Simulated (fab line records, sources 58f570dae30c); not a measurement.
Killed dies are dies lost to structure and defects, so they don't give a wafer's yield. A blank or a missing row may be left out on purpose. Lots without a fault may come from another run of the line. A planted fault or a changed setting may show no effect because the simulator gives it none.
Chamber matching | flow berkeley_cmos170 | UCB170_V2_CMP_02 on cmp-02: 4 sister chambers
The step polishes SiO2. 20 wafers are shown with their chamber, then 10 later ones without.

WAFERS WITH THEIR CHAMBER
wafer  | chamber | motor_current_A (A) | retaining_ring_pressure_frac | head_pressure_psi (psi)
L865.2 | 0       | 15.3                | 1.000                        | 6.009
L865.3 | 2       | 13.7                | 1.000                        | 6.003
L865.4 | 1       | 16.8                | 1.004                        | 5.991
L866.2 | 3       | 16.1                | 1.003                        | 6.004
L866.5 | 2       | 14.6                | 0.995                        | 5.997
L866.6 | 3       | 15.9                | 1.007                        | 6.022
L869.2 | 2       | 13.6                | 1.002                        | 6.022
L869.4 | 0       | 15.7                | 1.004                        | 6.016
L869.6 | 2       | 14.5                | 0.997                        | 6.023
L870.1 | 2       | 13.8                | 0.993                        | 5.989
L870.2 | 0       | 16.5                | 0.999                        | 5.961
L870.4 | 1       | 16.4                | 0.998                        | 6.014
L876.3 | 0       | 14.8                | 0.991                        | 5.998
L876.5 | 3       | 16.1                | 1.003                        | 6.013
L876.6 | 0       | 16.0                | 0.997                        | 5.996
L880.3 | 1       | 16.8                | 1.001                        | 5.980
L880.5 | 2       | 13.6                | 1.001                        | 5.988
L880.6 | 3       | 16.1                | 0.999                        | 6.004
L884.3 | 1       | 16.2                | 0.990                        | 6.000
L884.4 | 0       | 14.9                | 1.000                        | 5.969

SIGNATURES (means of the wafers above)
reading                      | chamber 0 | chamber 1 | chamber 2 | chamber 3 | scatter within a chamber
motor_current_A              | 15.533    | 16.550    | 13.967    | 16.050    | 0.469
retaining_ring_pressure_frac | 0.99850   | 0.99825   | 0.99800   | 1.00300   | 0.00432
head_pressure_psi            | 5.99150   | 5.99625   | 6.00367   | 6.01075   | 0.0167
Rule: a wafer's distance from a chamber is the root of the sum, over the readings, of the square of ((its reading less the chamber's mean) divided by the reading's scatter). The wafer belongs to the nearest chamber; if the next one is less than 2 further off, it can't be placed. The scatter: the root of (the sum of the squares of (reading less its chamber's mean) over the shown wafers, divided by (wafers less chambers)).

WAFERS WITHOUT THEIR CHAMBER
wafer  | motor_current_A (A) | retaining_ring_pressure_frac | head_pressure_psi (psi)
L884.5 | 15.7                | 0.998                        | 6.008
L883.2 | 16.6                | 0.996                        | 5.993
L883.4 | 14.3                | 0.997                        | 6.008
L883.5 | 15.9                | 0.996                        | 6.011
L886.1 | 16.9                | 1.006                        | 6.013
L886.3 | 16.2                | 0.996                        | 6.001
L886.4 | 14.8                | 0.995                        | 6.022
L887.2 | 14.9                | 0.998                        | 5.996
L887.5 | 15.4                | 1.002                        | 6.016
L887.6 | 16.8                | 0.997                        | 6.010

WHICH CHAMBER EACH WENT THROUGH
wafer  | from the rows above               | in truth
L884.5 | can't be placed: 0 or 3 or 1      | 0
L883.2 | can't be placed: 1 or 3 or 0      | 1
L883.4 | 2                                 | 2
L883.5 | can't be placed: 0 or 3 or 1      | 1
L886.1 | can't be placed: 3 or 1 or 0      | 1
L886.3 | can't be placed: 1 or 0 or 3      | 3
L886.4 | can't be placed: 2 or 0 or 3 or 1 | 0
L887.2 | can't be placed: 0 or 2 or 3      | 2
L887.5 | can't be placed: 3 or 0 or 1 or 2 | 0
L887.6 | can't be placed: 1 or 3 or 0      | 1
Placed correctly: 1 of 10. Can't be placed from these rows: 9 (the true chamber is among the candidates in 9). Placed wrongly: 0.
